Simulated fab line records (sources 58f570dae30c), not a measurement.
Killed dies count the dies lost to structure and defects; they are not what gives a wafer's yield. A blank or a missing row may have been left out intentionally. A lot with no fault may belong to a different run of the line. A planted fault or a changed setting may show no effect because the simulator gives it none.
Tool commonality check + flow berkeley-cmos170 + 14 lots, 41 wafers sampled

REASON FOR OPENING
UCB170_M3_RS_MEAS_02, reading M3_AL_RS: flagged on 2 of 14 lots. Wafers without a fault read 0.0322 ohm/sq, standard deviation 0.00035.
Rule: flag the lot when none of its wafers has a number, or when each of its wafers that has one lies beyond 4 standard deviations from that mean. As for the other lots, they are considered sound.

| lot  | measured     | on            | M3_AL_RS (ohm/sq), wafer by wafer | flag    |
|------|--------------|---------------|-----------------------------------|---------|
| L624 | day 9 04:11  | film-metro-03 | 0.0324 0.0318 0.0321              |         |
| L626 | day 9 16:28  | film-metro-02 | 0.0321 0.0327 0.0323              |         |
| L628 | day 10 05:14 | film-metro-04 | 0.0318 0.0319 0.0318              |         |
| L627 | day 10 06:49 | film-metro-04 | 0.0326 0.0326 0.0327              |         |
| L631 | day 10 09:18 | film-metro-03 | 0.0321 0.0321 0.0320              |         |
| L629 | day 10 09:40 | film-metro-04 | 0.0322 0.0322 0.0325              |         |
| L630 | day 10 13:52 | film-metro-04 | 0.0321 0.0328 0.0319              |         |
| L632 | day 10 16:58 | film-metro-03 | 0.0327 0.0326 0.0329              |         |
| L634 | day 11 17:22 | film-metro-03 | 0.0328 0.0326 0.0324              |         |
| L638 | day 12 10:06 | film-metro-03 | 0.0328 0.0319 0.0328              |         |
| L642 | day 12 15:35 | film-metro-03 | 0.0728 0.0724 0.0716              | FLAGGED |
| L640 | day 12 19:51 | film-metro-03 | 0.0726 0.0735                     | FLAGGED |
| L645 | day 14 06:37 | film-metro-03 | 0.0325 0.0324 0.0325              |         |
| L646 | day 14 07:41 | film-metro-02 | 0.0319 0.0318 0.0320              |         |
Flagged lots average 0.0726 ohm/sq: +0.0404 ohm/sq relative to the usual, that is +99 or more standard deviations.

WHICH TOOL EACH LOT WENT THROUGH
The record keeps 1 process step preceding the reading, out of 331 steps on the route. In each cell: the tool, then ch and the chambers that the sampled wafers went through, then the start.
| lot  | flag    | UCB170_M3_SPUTTER_01         |
|------|---------|------------------------------|
| L624 |         | pvd-sputter-02, day 9 04:06  |
| L626 |         | pvd-sputter-04, day 9 16:22  |
| L628 |         | pvd-sputter-02, day 10 05:09 |
| L627 |         | pvd-sputter-04, day 10 06:41 |
| L631 |         | pvd-sputter-02, day 10 09:13 |
| L629 |         | pvd-sputter-04, day 10 09:33 |
| L630 |         | pvd-sputter-01, day 10 13:46 |
| L632 |         | pvd-sputter-04, day 10 16:51 |
| L634 |         | pvd-sputter-04, day 11 17:15 |
| L638 |         | pvd-sputter-01, day 12 09:59 |
| L642 | FLAGGED | pvd-sputter-04, day 12 15:31 |
| L640 | FLAGGED | pvd-sputter-04, day 12 19:44 |
| L645 |         | pvd-sputter-01, day 14 06:29 |
| L646 |         | pvd-sputter-02, day 14 07:37 |
These steps, and what they do:
- UCB170_M3_SPUTTER_01: material Al, target thk 900 nm, time 120 s.
- UCB170_M3_RS_MEAS_02: measures by four-point-probe.

FLAGGED OVER TOTAL, TOOL BY TOOL (the gauges that took the reading come last)
| step                 | tool           | lots run | flagged | share of the flagged lots | sound lots run after its first flagged lot |
|----------------------|----------------|----------|---------|---------------------------|--------------------------------------------|
| UCB170_M3_SPUTTER_01 | pvd-sputter-01 | 3        | 0       | none                      | -                                          |
| UCB170_M3_SPUTTER_01 | pvd-sputter-02 | 4        | 0       | none                      | -                                          |
| UCB170_M3_SPUTTER_01 | pvd-sputter-04 | 7        | 2       | all                       | 0                                          |
| UCB170_M3_RS_MEAS_02 | film-metro-02  | 2        | 0       | none                      | -                                          |
| UCB170_M3_RS_MEAS_02 | film-metro-03  | 8        | 2       | all                       | 1 (L645)                                   |
| UCB170_M3_RS_MEAS_02 | film-metro-04  | 4        | 0       | none                      | -                                          |

WHAT THE TABLE ALLOWS
Every flagged lot went through 2 rows of the table: pvd-sputter-04 at UCB170_M3_SPUTTER_01 and film-metro-03 at UCB170_M3_RS_MEAS_02.
- pvd-sputter-04 at UCB170_M3_SPUTTER_01: 2 of its 7 lots flagged. Its last sound lot is L634 (day 11 17:15), its first flagged lot L642 (day 12 15:31): a fault that began between those two fits. Its own readings (cathode-dc-power-W) fall more than 4 standard deviations out on all wafers of the flagged lots.
- film-metro-03 at UCB170_M3_RS_MEAS_02: 2 of its 8 lots flagged. After the first flagged lot (L645), sound lots still ran on it; a lasting fault on the whole tool would not permit that.
One tool is left: pvd-sputter-04 at UCB170_M3_SPUTTER_01.

WHAT THE SIMULATOR HAD PUT IN
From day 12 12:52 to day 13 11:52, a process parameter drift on pvd-sputter-04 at UCB170_M3_SPUTTER_01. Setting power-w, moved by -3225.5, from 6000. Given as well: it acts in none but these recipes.
Struck lots among those shown: L642, L640. The rule above reached the same finding.
